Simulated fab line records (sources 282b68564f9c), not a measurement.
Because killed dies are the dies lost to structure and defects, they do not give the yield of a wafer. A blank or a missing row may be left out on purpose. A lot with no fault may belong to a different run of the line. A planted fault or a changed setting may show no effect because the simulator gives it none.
fab line records + flow rit_cmos
record
- lots=7
- wafers=21
- last_day=6
route steps=202 shown NRETRO@57 PRETRO@64
lots that met no fault: taken from a fault-free run of the same line
start_h: the number of hours between the record's first day and the start of the first shown wafer of the lot + wait_h: hours elapsed since this lot's preceding step + " repeats the value in the row above + L1.1+2: several wafers, shown together as one row + - no value, or no start was given + * or withheld: withheld + < > ~ a bound
route shown NAME@n: NAME is a module with steps in the file, n the number in the route of the first one + usual: mean and standard deviation over wafers with no fault + same: alike in all rows + chamber/n: place in a boat + sites: per-site readings + _std_site: how widely they spread, as a standard deviation + _edge_site: inner sites' mean taken away from outer sites' mean + radius_mm: for every site, how far away it sits from the centre of the wafer + mask NAME#n: copy n + behind: the tool/chamber that last shaped the wafer + hold: why the lot was held/for how many hours/how that ended + device: transistor that didn't switch, given as n, p or np + end of line: the tests these same wafers got at the end of their route + a step given without rows: its recipe and nothing more + killed: not the wafer's yield, but the dies lost to structure and defects at the first sort + map: the dies of a wafer, with x for killed, . for not killed, _ for no die there
set.NAME: the run value of the setting; set.NAME@STEP: its run value at that earlier step + model.NAME: the simulator's own value behind a step, which no gauge read
lots seen at some steps along the route; tables by step, rows by wafer
services: the hour from which a tool's chamber was out of use, counted from the record's first day as start_h (under 0 if before that day), plus the number of hours and why
## steps
# step RIT_NRETRO_PEB_04
# recipe
- resist=NOVOLAK
- temp_c=withheld
- time_s=withheld
# step RIT_NRETRO_DEVELOP_05
# recipe
- resist=NOVOLAK
- develop_time_s=68
- dev_temp_c=21.99
# step RIT_NRETRO_OVL_MEAS_06
# usual
- NRETRO_OVL=1.9/1.3
| lot.wafer | tool       | chamber | start_h | wait_h | NRETRO_OVL[nm] |
|-----------|------------|---------|---------|--------|----------------|
| L446.2    | overlay-01 | -       | 49.91   | -      | 2.0            |
| L446.3    | "          | -       | "       | "      | 0.6            |
| L446.5    | "          | -       | "       | "      | 0.3            |
| L450.2    | overlay-02 | -       | 69.38   | -      | 1.8            |
| L450.5    | "          | -       | "       | "      | 2.0            |
| L450.6    | "          | -       | "       | "      | 0.6            |
| L451.2    | overlay-02 | -       | 74.34   | -      | 2.7            |
| L451.4    | "          | -       | "       | "      | -0.7           |
| L451.6    | "          | -       | "       | "      | 3.6            |
| L452.2    | overlay-01 | -       | 79.55   | -      | 1.4            |
| L452.3    | "          | -       | "       | "      | 1.7            |
| L452.4    | "          | -       | "       | "      | 1.2            |
| L458.1    | overlay-02 | -       | 109.64  | -      | 2.2            |
| L458.5    | "          | -       | "       | "      | 1.8            |
| L458.6    | "          | -       | "       | "      | 1.8            |
| L460.1    | overlay-01 | -       | 121.36  | -      | 3.3            |
| L460.2    | "          | -       | "       | "      | 2.4            |
| L460.6    | "          | -       | "       | "      | 2.5            |
| L461.1    | overlay-01 | -       | 124.59  | -      | 0.9            |
| L461.2    | "          | -       | "       | "      | 2.0            |
| L461.4    | "          | -       | "       | "      | 2.7            |
# step RIT_NRETRO_HARDBAKE_07
# recipe
- resist=NOVOLAK
- temp_c=140
- time_s=120
# step RIT_NRETRO_IMPLANT_08
# recipe
- species=P
- energy_kev=70
- dose_cm2=1e+13
- tilt_deg=7
# step RIT_NRETRO_STRIP_09
# recipe
- chemistry=O2
- time_s=180
- resist=NOVOLAK
- platen_temp_c=withheld
- power_w=500
- pressure_mtorr=4000
- o2_flow_sccm=4000
# usual
- drypump_motor_current_A=5.9/0.36
| lot.wafer | tool            | chamber | start_h | wait_h | drypump_motor_current_A | rf_hours_counter_h |
|-----------|-----------------|---------|---------|--------|-------------------------|--------------------|
| L446.2    | plasma_asher-02 | 0       | 50.34   | 0.1    | 6.0                     | 42                 |
| L446.3    | "               | 1       | "       | "      | 6.1                     | -                  |
| L446.5    | "               | 0       | "       | "      | 6.0                     | -                  |
| L450.2    | plasma_asher-01 | 1       | 69.81   | 0.1    | 5.2                     | 40                 |
| L450.5    | "               | 0       | "       | "      | 6.2                     | -                  |
| L450.6    | "               | 1       | "       | "      | 5.2                     | -                  |
| L451.2    | plasma_asher-01 | 1       | 74.77   | 0.1    | 5.2                     | 40                 |
| L451.4    | "               | 1       | "       | "      | 5.2                     | -                  |
| L451.6    | "               | 1       | "       | "      | 5.2                     | -                  |
| L452.2    | plasma_asher-04 | 1       | 79.98   | 0.1    | 5.3                     | 44                 |
| L452.3    | "               | 1       | "       | "      | 5.3                     | -                  |
| L452.4    | "               | 0       | "       | "      | 6.3                     | -                  |
| L458.1    | plasma_asher-02 | 0       | 110.07  | 0.1    | 6.0                     | 49                 |
| L458.5    | "               | 0       | "       | "      | 6.0                     | -                  |
| L458.6    | "               | 1       | "       | "      | 6.0                     | -                  |
| L460.1    | plasma_asher-01 | 0       | 121.79  | 0.1    | 6.2                     | 1                  |
| L460.2    | "               | 1       | "       | "      | 5.2                     | 1                  |
| L460.6    | "               | 1       | "       | "      | 5.2                     | -                  |
| L461.1    | plasma_asher-02 | 0       | 125.02  | 0.1    | 6.0                     | 51                 |
| L461.2    | "               | 1       | "       | "      | 6.0                     | 51                 |
| L461.4    | "               | 1       | "       | "      | 6.0                     | -                  |
# step RIT_NRETRO_TW_MEAS_10
# usual
- NRETRO_TW=1055/6.2
| lot.wafer | tool          | chamber | start_h | wait_h | NRETRO_TW |
|-----------|---------------|---------|---------|--------|-----------|
| L446.2    | film_metro-03 | -       | 50.52   | 0.1    | 1063      |
| L446.3    | "             | -       | "       | "      | 1056      |
| L446.5    | "             | -       | "       | "      | 1060      |
| L450.2    | film_metro-01 | -       | 70.00   | 0.1    | 1052      |
| L450.5    | "             | -       | "       | "      | 1052      |
| L450.6    | "             | -       | "       | "      | 1051      |
| L451.2    | film_metro-01 | -       | 74.95   | 0.1    | 1063      |
| L451.4    | "             | -       | "       | "      | 1061      |
| L451.6    | "             | -       | "       | "      | 1063      |
| L452.2    | film_metro-03 | -       | 80.16   | 0.1    | 1057      |
| L452.3    | "             | -       | "       | "      | 1062      |
| L452.4    | "             | -       | "       | "      | 1066      |
| L458.1    | film_metro-01 | -       | 110.25  | 0.1    | 1050      |
| L458.5    | "             | -       | "       | "      | 1050      |
| L458.6    | "             | -       | "       | "      | 1046      |
| L460.1    | film_metro-02 | -       | 122.00  | 0.2    | 1042      |
| L460.2    | "             | -       | "       | "      | 1044      |
| L460.6    | "             | -       | "       | "      | 1048      |
| L461.1    | film_metro-01 | -       | 125.20  | 0.1    | 1060      |
| L461.2    | "             | -       | "       | "      | 1057      |
| L461.4    | "             | -       | "       | "      | 1046      |
# step RIT_PRETRO_HMDS_00
# recipe
- prime_time_s=60
- prime_temp_c=140
# step RIT_PRETRO_COAT_01
# recipe
- resist=NOVOLAK
- spin_rpm=2000
- resist_thk_nm=1300
# step RIT_PRETRO_SOFTBAKE_02
# recipe
- resist=NOVOLAK
- temp_c=90
- time_s=60
# step RIT_PRETRO_EXPOSE_03
# recipe
- mask_id=M5
- na=0.57
- target_cd_nm=43700
- dose_mj=250
# step RIT_PRETRO_PEB_04
# recipe
- resist=NOVOLAK
- temp_c=withheld
- time_s=withheld
# step RIT_PRETRO_DEVELOP_05
# recipe
- resist=NOVOLAK
- develop_time_s=68
- dev_temp_c=23
# usual
- chill_plate_temp_C=22.99/0.11
- develop_time_s=68/0
- developer_temp_C=23.01/0.098
| lot.wafer | tool           | chamber | start_h | wait_h | chill_plate_temp_C | develop_time_s | developer_temp_C |
|-----------|----------------|---------|---------|--------|--------------------|----------------|------------------|
| L446.2    | litho_track-02 | 0       | 51      | -      | 23.08              | 68             | 23.04            |
| L446.3    | "              | 0       | "       | "      | 23.04              | 68             | 23.11            |
| L446.5    | "              | 0       | "       | "      | 22.87              | 68             | 23.07            |
| L450.2    | litho_track-03 | -       | 70      | -      | -                  | -              | -                |
| L450.5    | "              | -       | "       | "      | -                  | -              | -                |
| L450.6    | "              | -       | 71      | -      | -                  | -              | -                |
| L451.2    | litho_track-03 | -       | 75      | -      | -                  | -              | -                |
| L451.4    | "              | -       | "       | "      | -                  | -              | -                |
| L451.6    | "              | -       | "       | "      | -                  | -              | -                |
| L452.2    | litho_track-02 | -       | 81      | -      | -                  | -              | -                |
| L452.3    | "              | -       | "       | "      | -                  | -              | -                |
| L452.4    | "              | -       | "       | "      | -                  | -              | -                |
| L458.1    | litho_track-03 | 0       | 111     | -      | 23.06              | 68             | 22.97            |
| L458.5    | "              | 0       | "       | "      | 23.02              | 68             | 23.05            |
| L458.6    | "              | 0       | "       | "      | 22.95              | 68             | 23.05            |
| L460.1    | litho_track-02 | 0       | 122     | -      | 22.93              | 68             | 22.91            |
| L460.2    | "              | 0       | "       | "      | 23.02              | 68             | 22.92            |
| L460.6    | "              | 0       | "       | "      | 22.96              | 68             | 22.84            |
| L461.1    | litho_track-04 | 0       | 125     | -      | 23.17              | 68             | 22.94            |
| L461.2    | "              | 0       | 126     | -      | 22.95              | 68             | 23.17            |
| L461.4    | "              | 0       | "       | "      | 23.01              | 68             | 23.25            |
# step RIT_PRETRO_OVL_MEAS_06
# usual
- PRETRO_OVL=0.0/1.3
| lot.wafer | tool       | chamber | start_h | wait_h | PRETRO_OVL[nm] |
|-----------|------------|---------|---------|--------|----------------|
| L446.2    | overlay-02 | -       | 51.58   | -      | -0.4           |
| L446.3    | "          | -       | "       | "      | 0.1            |
| L446.5    | "          | -       | "       | "      | -1.6           |
| L450.2    | overlay-02 | -       | 71.06   | -      | -              |
| L450.5    | "          | -       | "       | "      | -              |
| L450.6    | "          | -       | "       | "      | -              |
| L451.2    | overlay-01 | -       | 75.89   | -      | -              |
| L451.4    | "          | -       | "       | "      | -              |
| L451.6    | "          | -       | "       | "      | -              |
| L452.2    | overlay-02 | -       | 81.38   | -      | -              |
| L452.3    | "          | -       | "       | "      | -              |
| L452.4    | "          | -       | "       | "      | -              |
| L458.1    | overlay-02 | -       | 111.19  | -      | 0.2            |
| L458.5    | "          | -       | "       | "      | 0.8            |
| L458.6    | "          | -       | "       | "      | 0.5            |
| L460.1    | overlay-02 | -       | 122.94  | -      | -2.2           |
| L460.2    | "          | -       | "       | "      | -1.5           |
| L460.6    | "          | -       | "       | "      | 0.1            |
| L461.1    | overlay-02 | -       | 126.14  | -      | -0.1           |
| L461.2    | "          | -       | "       | "      | 0.4            |
| L461.4    | "          | -       | "       | "      | 2.6            |
## services
| tool            | chamber | start_h | hours | kind       |
|-----------------|---------|---------|-------|------------|
| plasma_asher-04 | -       | 40.20   | 13.1  | repair     |
| plasma_asher-04 | -       | 83.19   | 3.2   | repair     |
| plasma_asher-01 | -       | 108.75  | 9.0   | pm         |
| plasma_asher-01 | 0       | 108.75  | 9.0   | vent_cycle |
| plasma_asher-01 | 1       | 108.75  | 9.0   | vent_cycle |
| plasma_asher-01 | 0       | 117.75  | -     | clean      |
| plasma_asher-01 | 1       | 117.75  | -     | clean      |
## key
first_sign
- step=RIT_PRETRO_DEVELOP_05
- reading=tool_record
- direction=missing
effect none on later readings
met_at RIT_PRETRO_DEVELOP_05
struck_wafers L450.2,L450.5,L450.6,L451.2,L451.4,L451.6,L452.2,L452.3,L452.4
sort_left_out L450.2,L450.5,L450.6,L451.2,L451.4,L451.6,L452.2,L452.3,L452.4
tester_left_out L450,L451,L452
onset_between 51 70
fault
- kind=skipped_step_whole
- tool=litho_track-02,litho_track-03
- chamber=-
- onset_h=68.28
- steps=RIT_PRETRO_DEVELOP_05
- scope=struck_lots_only
# tester_left_out: of these lots the tester's yield and bins aren't shown, on N5 and GAA mostly nor the transistor test; their killed dies are dies lost to structure and defects alone, not to doping, threshold or leakage, so they don't give the yield
# sort_left_out: the simulated sort isn't trusted on such a fault, so these wafers' sort isn't shown, and their yield isn't known
